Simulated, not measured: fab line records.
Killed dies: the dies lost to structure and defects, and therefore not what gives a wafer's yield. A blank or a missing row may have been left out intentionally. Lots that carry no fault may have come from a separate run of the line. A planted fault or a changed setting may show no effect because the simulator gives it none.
fab line records ; flow berkeley_cmos170
record lots=7; wafers=21; last_day=13
route steps=331 shown PWELL@52 WELLDRIVE@55 ACTIVE@60
lots that met no fault: taken from a fault-free run of the same line
start_h: hours from the record's opening day to when the first of the lot's shown wafers began ; wait_h: hours from the lot's prior step to this one ; " unchanged from the row above ; L1.1+2: a single row standing in for several wafers ; - value missing, or start not given ; * or withheld: withheld ; < > ~ a bound
route shown NAME@n: names a module that has steps shown in the file, with the first one's number in the route ; usual: the fault-free wafers' mean and standard deviation ; same: alike in all rows ; chamber/n: place in a boat ; sites: each site's reading ; _std_site: the standard deviation of these ; _edge_site: the outer-site mean with the inner-site mean subtracted ; radius_mm: for every site, how far away it sits from the centre of the wafer ; mask NAME#n: copy n ; behind: tool/chamber where the wafer was last shaped ; hold: reason for holding the lot/hours on hold/outcome of the hold ; device: which transistor (n, p or np) failed to switch ; end of line: the same wafers' tests at the end of the route ; a step without rows: its recipe alone ; killed: dies that structure and defects cost at the first sort, which is not the same as the wafer's yield ; map: the dies of a wafer, with x for killed, . for not killed, _ for no die there
set.NAME: setting as actually run; set.NAME@STEP: the setting as run at that earlier step ; model.NAME: the simulator's own value behind a step, which no gauge read
lots at selected steps of the route; one table per step, one row per wafer
services: from which hour (start_h, from the record's first day; less than 0 if before it) a tool's chamber was out of use, for how many hours, and why
## steps
# step UCB170_PWELL_CLEAN_18
# recipe chemistry=SPM; temp_c=120; time_s=600
# step UCB170_PWELL_WET_ETCH_19
# recipe chemistry=H3PO4; target=Si3N4; temp_c=160; time_s=14400
# step UCB170_PWELL_WET_ETCH_20
# recipe chemistry=BOE; dilution=5:1; target=SiO2; temp_c=25; time_s=22
# step UCB170_WELLDRIVE_CLEAN_00
# recipe chemistry=SPM; temp_c=120; time_s=600
# step UCB170_WELLDRIVE_OXIDATION_01
# recipe temp_c=1100; ambient=O2; target_thk_a=1990; ox_time_s=9000
# step UCB170_WELLDRIVE_THK_MEAS_02
# recipe reads=SiO2_of_WELLDRIVE_OXIDATION_01
# usual WELLDRIVE_OXIDE_THK=199/3.8
lot.wafer;tool;chamber;start_h;wait_h;WELLDRIVE_OXIDE_THK[nm]
L805.2;film_metro-02;-;104.25;0.0;196
L805.3;film_metro-02;-;104.25;0.0;200
L805.5;film_metro-02;-;104.25;0.0;199
L812.1;film_metro-01;-;130.51;0.1;192
L812.2;film_metro-01;-;130.51;0.1;195
L812.6;film_metro-01;-;130.51;0.1;194
L814.1;film_metro-04;-;151.80;0.0;197
L814.5;film_metro-04;-;151.80;0.0;199
L814.6;film_metro-04;-;151.80;0.0;199
L815.1;film_metro-01;-;151.80;0.0;197
L815.3;film_metro-01;-;151.80;0.0;198
L815.5;film_metro-01;-;151.80;0.0;198
L816.2;film_metro-04;-;160.01;0.0;200
L816.3;film_metro-04;-;160.01;0.0;203
L816.6;film_metro-04;-;160.01;0.0;201
L821.1;film_metro-04;-;187.83;0.0;196
L821.2;film_metro-04;-;187.83;0.0;198
L821.6;film_metro-04;-;187.83;0.0;198
L820.2;film_metro-01;-;187.84;0.0;194
L820.3;film_metro-01;-;187.84;0.0;190
L820.4;film_metro-01;-;187.84;0.0;195
# step UCB170_WELLDRIVE_ANNEAL_03
# recipe temp_c=1100; time_s=900; ambient=N2
# step UCB170_WELLDRIVE_WET_ETCH_04
# recipe chemistry=BOE; dilution=5:1; target=SiO2; temp_c=25; time_s=120
# step UCB170_ACTIVE_CLEAN_00
# recipe chemistry=SPM; temp_c=120; time_s=600
# step UCB170_ACTIVE_CLEAN_01
# recipe chemistry=dHF; dilution=25:1; time_s=60
# step UCB170_ACTIVE_OXIDATION_02
# recipe temp_c=1000; ambient=O2; target_thk_a=264; ox_time_s=1260
# step UCB170_ACTIVE_THK_MEAS_03
# recipe reads=SiO2_of_ACTIVE_OXIDATION_02
# usual ACTIVE_OXIDE_THK=26.6/0.46
lot.wafer;tool;chamber;start_h;wait_h;ACTIVE_OXIDE_THK[nm]
L805.2;film_metro-02;-;118.35;0.0;26.8
L805.3;film_metro-02;-;118.35;0.0;26.7
L805.5;film_metro-02;-;118.35;0.0;26.9
L812.1;film_metro-03;-;145.90;0.0;27.1
L812.2;film_metro-03;-;145.90;0.0;26.6
L812.6;film_metro-03;-;145.90;0.0;27.3
L814.1;film_metro-03;-;164.95;0.0;26.9
L814.5;film_metro-03;-;164.95;0.0;27.1
L814.6;film_metro-03;-;164.95;0.0;26.3
L815.1;film_metro-01;-;164.95;0.0;27.2
L815.3;film_metro-01;-;164.95;0.0;27.0
L815.5;film_metro-01;-;164.95;0.0;27.1
L816.2;film_metro-02;-;174.48;0.0;26.6
L816.3;film_metro-02;-;174.48;0.0;27.1
L816.6;film_metro-02;-;174.48;0.0;26.4
L821.1;film_metro-01;-;209.30;0.0;26.8
L821.2;film_metro-01;-;209.30;0.0;26.9
L821.6;film_metro-01;-;209.30;0.0;26.7
L820.2;film_metro-02;-;209.31;0.0;26.4
L820.3;film_metro-02;-;209.31;0.0;26.4
L820.4;film_metro-02;-;209.31;0.0;26.2
# step UCB170_ACTIVE_ANNEAL_04
# recipe temp_c=1000; time_s=900; ambient=N2
# usual spike_tc_centre_C=1001.4/1.1; spike_tc_load_C=1022.9/1.6
lot.wafer;tool;chamber;start_h;wait_h;spike_tc_centre_C;spike_tc_load_C
L805.2;furnace-01;0;121.52;3.2;1000.7;1025.1
L805.3;furnace-01;0;121.52;3.2;1001.4;1024.5
L805.5;furnace-01;0;121.52;3.2;1001.1;1025.1
L812.1;furnace-02;0;148.50;2.6;1002.1;1021.1
L812.2;furnace-02;0;148.50;2.6;1002.9;1023.2
L812.6;furnace-02;0;148.50;2.6;1003.0;1024.0
L814.1;furnace-01;-;169.82;4.9;-;-
L814.5;furnace-01;-;169.82;4.9;-;-
L814.6;furnace-01;-;169.82;4.9;-;-
L815.1;furnace-01;-;169.82;4.9;-;-
L815.3;furnace-01;-;169.82;4.9;-;-
L815.5;furnace-01;-;169.82;4.9;-;-
L816.2;furnace-02;-;178.65;4.2;-;-
L816.3;furnace-02;-;178.65;4.2;-;-
L816.6;furnace-02;-;178.65;4.2;-;-
L820.2;furnace-02;0;216.64;7.3;1001.9;1021.5
L820.3;furnace-02;0;216.64;7.3;1005.2;1021.1
L820.4;furnace-02;0;216.64;7.3;1002.3;1022.5
L821.1;furnace-02;0;216.64;7.3;1001.5;1022.1
L821.2;furnace-02;0;216.64;7.3;1001.6;1022.3
L821.6;furnace-02;0;216.64;7.3;1000.6;1021.7
# step UCB170_ACTIVE_CVD_05
# recipe material=Si3N4; target_thk_nm=220; temp_c=800; precursor=SiH2Cl2/NH3; time_s=3300; pressure_mtorr=200; sih2cl2_flow_sccm=25; nh3_flow_sccm=75
## services
tool;chamber;start_h;hours;kind
furnace-01;-;187.83;17.0;pm
furnace-01;-;204.79;3.6;pm
## key
first_sign step=UCB170_ACTIVE_ANNEAL_04; reading=tool_record; direction=missing
effect none on later readings
met_at UCB170_ACTIVE_ANNEAL_04
struck_wafers L814.1,L814.5,L814.6,L815.1,L815.3,L815.5,L816.2,L816.3,L816.6
later_rows_left_out L814.1,L814.5,L814.6,L815.1,L815.3,L815.5,L816.2,L816.3,L816.6
sort_left_out L814.1,L814.5,L814.6,L815.1,L815.3,L815.5,L816.2,L816.3,L816.6
tester_left_out L814,L815,L816
onset_between 148.50 169.82
fault kind=skipped_step_whole; tool=furnace-01,furnace-02; chamber=-; onset_h=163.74; steps=UCB170_ACTIVE_ANNEAL_04; scope=struck_lots_only
# tester_left_out: of these lots the tester's yield and bins aren't shown, on N5 and GAA mostly nor the transistor test; their killed dies are dies lost to structure and defects alone, not to doping, threshold or leakage, so they don't give the yield
# sort_left_out: the simulated sort isn't trusted on such a fault, so these wafers' sort isn't shown, and their yield isn't known
# later_rows_left_out: the simulator's readings of these wafers behind a module that went badly wrong aren't trusted and aren't shown, but for the sort
